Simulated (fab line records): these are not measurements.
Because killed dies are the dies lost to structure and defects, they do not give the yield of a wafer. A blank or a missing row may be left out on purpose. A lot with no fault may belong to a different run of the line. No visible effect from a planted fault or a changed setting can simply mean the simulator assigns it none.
Which tool is to blame? + flow berkeleyCmos170 + 13 lots, 39 wafers sampled, at 4 steps of a route of 331

WHAT THE GAUGES READ, wafer by wafer
UCB170_NWELL_TW_MEAS_16. Usual: for NWELL_TW the level is 1243 and the standard deviation is 5.8.
| lot  | measured    | on           | NWELL_TW       | flag |
|------|-------------|--------------|----------------|------|
| L837 | day 2 08:05 | filmMetro-01 | 1239 1236 1239 |      |
| L838 | day 2 14:48 | filmMetro-01 | 1238 1241 1236 |      |
| L840 | day 3 04:45 | filmMetro-02 | 1238 1248 1241 |      |
| L841 | day 3 04:35 | filmMetro-01 | 1249 1242 1248 |      |
| L852 | day 5 17:04 | filmMetro-02 | 1241 1241 1239 |      |
| L853 | day 5 21:40 | filmMetro-02 | 1239 1241 1247 |      |
| L854 | day 6 03:43 | filmMetro-01 | 1240 1241 1244 |      |
| L855 | day 6 12:53 | filmMetro-02 | 1239 1241 1239 |      |
| L856 | day 6 12:40 | filmMetro-02 | 1249 1245 1247 |      |
| L857 | day 6 23:25 | filmMetro-01 | 1239 1236 1241 |      |
| L858 | day 6 23:30 | filmMetro-01 | 1235 1241 1239 |      |
| L859 | day 7 08:52 | filmMetro-02 | 1238 1235 1239 |      |
| L860 | day 7 09:05 | filmMetro-01 | 1234 1238 1239 |      |

TOOL THAT RAN EACH LOT (tool first, then ch and the chambers of the sampled wafers, then the start)
| lot  | UCB170_ZERO_ETCH_06              | UCB170_NWELL_EXPOSE_09          | UCB170_NWELL_STRIP_15              |
|------|----------------------------------|---------------------------------|------------------------------------|
| L837 | rieDiel-01 ch 0,1,3, day 1 17:25 | krfScanner-02 ch 0, day 2 07:08 | plasmaAsher-01 ch 0,1, day 2 07:53 |
| L838 | rieDiel-04 ch 0,1,3, day 1 23:43 | krfScanner-02 ch 0, day 2 14:02 | plasmaAsher-04 ch 0,1, day 2 14:43 |
| L840 | rieDiel-02 ch 0,1,2, day 2 15:16 | krfScanner-02 ch 0, day 3 03:38 | plasmaAsher-01 ch 0,1, day 3 04:39 |
| L841 | rieDiel-04 ch 0,2,3, day 2 15:32 | krfScanner-02 ch 0, day 3 03:28 | plasmaAsher-01 ch 0,1, day 3 04:29 |
| L852 | rieDiel-01 ch 0,2,3, day 5 01:34 | krfScanner-02 ch 0, day 5 16:17 | plasmaAsher-02 ch 0,1, day 5 16:58 |
| L853 | rieDiel-02 ch 0,1,2, day 5 06:50 | krfScanner-02 ch 0, day 5 20:53 | plasmaAsher-01 ch 0,1, day 5 21:34 |
| L854 | rieDiel-01 ch 0,3, day 5 11:09   | krfScanner-01 ch 0, day 6 02:31 | plasmaAsher-02 ch 0,1, day 6 03:36 |
| L855 | rieDiel-04 ch 0,2,3, day 5 18:00 | krfScanner-01 ch 0, day 6 12:07 | plasmaAsher-01 ch 0,1, day 6 12:47 |
| L856 | rieDiel-01 ch 0,3, day 5 18:05   | krfScanner-02 ch 0, day 6 11:52 | plasmaAsher-04 ch 0,1, day 6 12:34 |
| L857 | rieDiel-04 ch 0,1,3, day 6 08:55 | krfScanner-02 ch 0, day 6 21:52 | plasmaAsher-02 ch 1, day 6 23:19   |
| L858 | rieDiel-01 ch 0,2, day 6 09:11   | krfScanner-01 ch 0, day 6 22:07 | plasmaAsher-01 ch 0, day 6 23:24   |
| L859 | rieDiel-04 ch 0,1,3, day 6 14:04 | krfScanner-01 ch 0, day 7 08:03 | plasmaAsher-04 ch 0,1, day 7 08:46 |
| L860 | rieDiel-01 ch 0,2,3, day 6 14:18 | krfScanner-02 ch 0, day 7 08:19 | plasmaAsher-01 ch 0,1, day 7 08:59 |
- UCB170_ZERO_ETCH_06: etches SiO2 in CHF3/CF4/Ar, time 12 s.
- UCB170_NWELL_EXPOSE_09: exposes mask NWELL, target cd 3000 nm.
- UCB170_NWELL_STRIP_15: strips in O2.

WHAT THE TOOLS THEMSELVES READ (means of the sampled wafers that have a number; where no wafer has one, the mark that the record gives instead)
UCB170_ZERO_ETCH_06. Usual: drypumpMotorCurrentA 5.9 A, standard deviation 0.45; oesProductAu 0.617 a.u., standard deviation 0.014; throttleValvePct 9.18 %, standard deviation 0.091.
| lot  | tool       | drypumpMotorCurrentA (A) | oesProductAu (a.u.) | throttleValvePct (%) | flag |
|------|------------|--------------------------|---------------------|----------------------|------|
| L837 | rieDiel-01 | 5.9                      | 0.606               | 9.17                 |      |
| L838 | rieDiel-04 | 5.8                      | 0.615               | 9.16                 |      |
| L840 | rieDiel-02 | 5.9                      | 0.598               | 9.18                 |      |
| L841 | rieDiel-04 | 6.0                      | 0.620               | 9.19                 |      |
| L852 | rieDiel-01 | 6.1                      | 0.632               | 9.25                 |      |
| L853 | rieDiel-02 | 6.0                      | 0.601               | 9.18                 |      |
| L854 | rieDiel-01 | 5.9                      | 0.629               | 9.26                 |      |
| L855 | rieDiel-04 | 6.0                      | 0.626               | 9.19                 |      |
| L856 | rieDiel-01 | 5.9                      | 0.612               | 9.27                 |      |
| L857 | rieDiel-04 | 5.8                      | 0.617               | 9.16                 |      |
| L858 | rieDiel-01 | 6.1                      | 0.616               | 9.26                 |      |
| L859 | rieDiel-04 | 5.9                      | 0.615               | 9.16                 |      |
| L860 | rieDiel-01 | 6.1                      | 0.627               | 9.23                 |      |

UCB170_NWELL_STRIP_15. Usual: drypumpMotorCurrentA 6.0 A, standard deviation 0.53; oesProductAu 0.721 a.u., standard deviation 0.0043; stripTimeToEndpointS 18.07 s, standard deviation 0.082.
| lot  | tool           | drypumpMotorCurrentA (A) | oesProductAu (a.u.) | stripTimeToEndpointS (s) | flag |
|------|----------------|--------------------------|---------------------|--------------------------|------|
| L837 | plasmaAsher-01 | 5.6                      | 0.721               | 18.10                    |      |
| L838 | plasmaAsher-04 | 6.2                      | 0.723               | 18.09                    |      |
| L840 | plasmaAsher-01 | 5.5                      | 0.720               | 18.09                    |      |
| L841 | plasmaAsher-01 | 5.9                      | 0.721               | 17.99                    |      |
| L852 | plasmaAsher-02 | 6.0                      | 0.722               | 18.08                    |      |
| L853 | plasmaAsher-01 | 5.9                      | 0.722               | 18.10                    |      |
| L854 | plasmaAsher-02 | 6.3                      | 0.717               | 18.05                    |      |
| L855 | plasmaAsher-01 | 5.5                      | 0.719               | 18.08                    |      |
| L856 | plasmaAsher-04 | 6.2                      | 0.720               | 18.04                    |      |
| L857 | plasmaAsher-02 | 6.5                      | 0.724               | 18.02                    |      |
| L858 | plasmaAsher-01 | 6.3                      | 0.722               | 18.26                    |      |
| L859 | plasmaAsher-04 | 6.2                      | 0.720               | 18.10                    |      |
| L860 | plasmaAsher-01 | 5.9                      | 0.717               | 18.00                    |      |

THE ANSWER, worked out from the rows above alone
Rule: a lot is off if the mean of its wafers that have a number lies more than 3 standard deviations from the usual mean. Also off: a lot with no number at a reading for which 4 or more lots have one. All remaining lots with rows at the step are treated as sound. The gauges are gone through in route order, then the tools' own readings, and for those a lot's mean is taken as printed above. The first step at which some lot is off is used, and at that step the reading that is off furthest; a lot without a number counts as furthest.
None of the lots is off at any reading shown; this tells nothing.

WHAT THE SIMULATOR HAD INSERTED
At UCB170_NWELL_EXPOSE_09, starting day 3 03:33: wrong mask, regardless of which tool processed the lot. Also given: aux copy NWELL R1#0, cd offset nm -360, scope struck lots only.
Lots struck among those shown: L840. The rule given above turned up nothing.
